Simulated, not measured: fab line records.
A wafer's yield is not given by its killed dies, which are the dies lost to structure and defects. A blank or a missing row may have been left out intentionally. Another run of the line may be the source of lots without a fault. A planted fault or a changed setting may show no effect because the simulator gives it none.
What tool caused it? + flow berkeley_cmos170 + 14 lots, 42 wafers sampled, at 3 steps of a route of 331

== WHAT THE GAUGES SHOWED, per wafer ==
UCB170_M2_RS_MEAS_02: the measuring method here is four-point-probe.
| lot  | measured     | on            | M2_AL_RS (ohm/sq)    |
|------|--------------|---------------|----------------------|
| L947 | day 9 03:38  | film_metro-01 | 0.0323 0.0320 0.0319 |
| L952 | day 9 14:01  | film_metro-01 | 0.0321 0.0320 0.0320 |
| L951 | day 9 14:13  | film_metro-01 | 0.0326 0.0328 0.0327 |
| L950 | day 9 14:41  | film_metro-01 | 0.0323 0.0323 0.0324 |
| L954 | day 10 17:52 | film_metro-02 | 0.0325 0.0326 0.0323 |
| L956 | day 11 03:28 | film_metro-02 | 0.0325 0.0324 0.0323 |
| L958 | day 11 06:10 | film_metro-03 | 0.0324 0.0318 0.0321 |
| L957 | day 11 06:47 | film_metro-03 | 0.0318 0.0319 0.0322 |
| L955 | day 11 07:05 | film_metro-02 | 0.0325 0.0327 0.0324 |
| L960 | day 11 07:59 | film_metro-03 | 0.0324 0.0325 0.0327 |
| L961 | day 11 19:52 | film_metro-01 | 0.0160 0.0160 0.0160 |
| L962 | day 11 22:46 | film_metro-03 | 0.0319 0.0316 0.0321 |
| L966 | day 12 13:13 | film_metro-02 | 0.0161 0.0162 0.0161 |
| L968 | day 13 03:31 | film_metro-01 | 0.0323 0.0328 0.0326 |

UCB170_M2_THK_MEAS_03: measures by xrf.
| lot  | measured     | on            | M2_AL_THK (nm) |
|------|--------------|---------------|----------------|
| L947 | day 9 03:44  | film_metro-01 | 897 903 905    |
| L952 | day 9 14:08  | film_metro-01 | 903 909 902    |
| L951 | day 9 14:20  | film_metro-01 | 887 883 885    |
| L950 | day 9 14:47  | film_metro-01 | 896 895 891    |
| L954 | day 10 17:58 | film_metro-02 | 886 884 888    |
| L956 | day 11 03:35 | film_metro-02 | 890 892 899    |
| L958 | day 11 06:15 | film_metro-03 | 882 894 890    |
| L957 | day 11 06:54 | film_metro-03 | 902 898 891    |
| L955 | day 11 07:11 | film_metro-02 | 884 887 891    |
| L960 | day 11 08:05 | film_metro-03 | 882 877 878    |
| L961 | day 11 19:59 | film_metro-01 | 1806 1806 1809 |
| L962 | day 11 22:52 | film_metro-03 | 897 902 894    |
| L966 | day 12 13:19 | film_metro-02 | 1776 1760 1774 |
| L968 | day 13 03:38 | film_metro-01 | 898 886 888    |

== EACH LOT AND THE TOOL THAT RAN IT (in order: tool; ch and the chambers of the sampled wafers; start) ==
| lot  | UCB170_M2_SPUTTER_01         |
|------|------------------------------|
| L947 | pvd_sputter-03, day 9 03:32  |
| L952 | pvd_sputter-03, day 9 13:55  |
| L951 | pvd_sputter-02, day 9 14:08  |
| L950 | pvd_sputter-03, day 9 14:31  |
| L954 | pvd_sputter-04, day 10 17:46 |
| L956 | pvd_sputter-03, day 11 03:23 |
| L958 | pvd_sputter-02, day 11 06:01 |
| L957 | pvd_sputter-04, day 11 06:42 |
| L955 | pvd_sputter-03, day 11 06:58 |
| L960 | pvd_sputter-04, day 11 07:53 |
| L961 | pvd_sputter-04, day 11 19:31 |
| L962 | pvd_sputter-03, day 11 22:38 |
| L966 | pvd_sputter-02, day 12 12:52 |
| L968 | pvd_sputter-04, day 13 03:26 |
- UCB170_M2_SPUTTER_01: material Al, target thk 900 nm, time 120 s.

== AS READ BY THE TOOLS THEMSELVES (means over the sampled wafers that have a number; for cases with no such wafer, the mark the record gives instead) ==
UCB170_M2_SPUTTER_01.
| lot  | tool           | throttle_valve_pct (%) |
|------|----------------|------------------------|
| L947 | pvd_sputter-03 | 30.2                   |
| L952 | pvd_sputter-03 | 30.0                   |
| L951 | pvd_sputter-02 | 28.5                   |
| L950 | pvd_sputter-03 | 29.5                   |
| L954 | pvd_sputter-04 | 30.4                   |
| L956 | pvd_sputter-03 | 29.9                   |
| L958 | pvd_sputter-02 | 30.2                   |
| L957 | pvd_sputter-04 | 30.3                   |
| L955 | pvd_sputter-03 | 30.7                   |
| L960 | pvd_sputter-04 | 30.5                   |
| L961 | pvd_sputter-04 | 30.4                   |
| L962 | pvd_sputter-03 | 30.4                   |
| L966 | pvd_sputter-02 | 29.4                   |
| L968 | pvd_sputter-04 | 30.3                   |

== THE ANSWER, worked out from the rows above alone ==
Rule: the lots themselves supply what counts as usual. The widest of any qualifying gaps counts: lots, ordered by their means at a reading, are off when they make up no more than a third of the lots, leave a main group of 4 or more, and stand apart from it by 3 or more times the standard deviation of that group's means. The tables above print the reading to a certain number of digits; a main group whose means all agree to those digits is not used. A lot without any number at a reading at which 4 lots or more have one is off too. Any other lot the step has rows for is counted as sound. First the gauges in route order, then the tools' own readings, where a lot's mean is used as printed above. At the first step where some lot is off, the reading lying furthest off is the one used; lots without a number count as furthest.
Off: at UCB170_M2_RS_MEAS_02 (M2_AL_RS), L961, L966. Mean 0.0323 ohm/sq and standard deviation 0.00027 in the main group.
If a tool, at a process step before that reading, ran all the lots that are off and no sound lot after the first of them, it fits. The gauges at UCB170_M2_RS_MEAS_02 are tried like those tools. No candidate that was tried fits.

== WHAT HAD BEEN PUT IN BY THE SIMULATOR ==
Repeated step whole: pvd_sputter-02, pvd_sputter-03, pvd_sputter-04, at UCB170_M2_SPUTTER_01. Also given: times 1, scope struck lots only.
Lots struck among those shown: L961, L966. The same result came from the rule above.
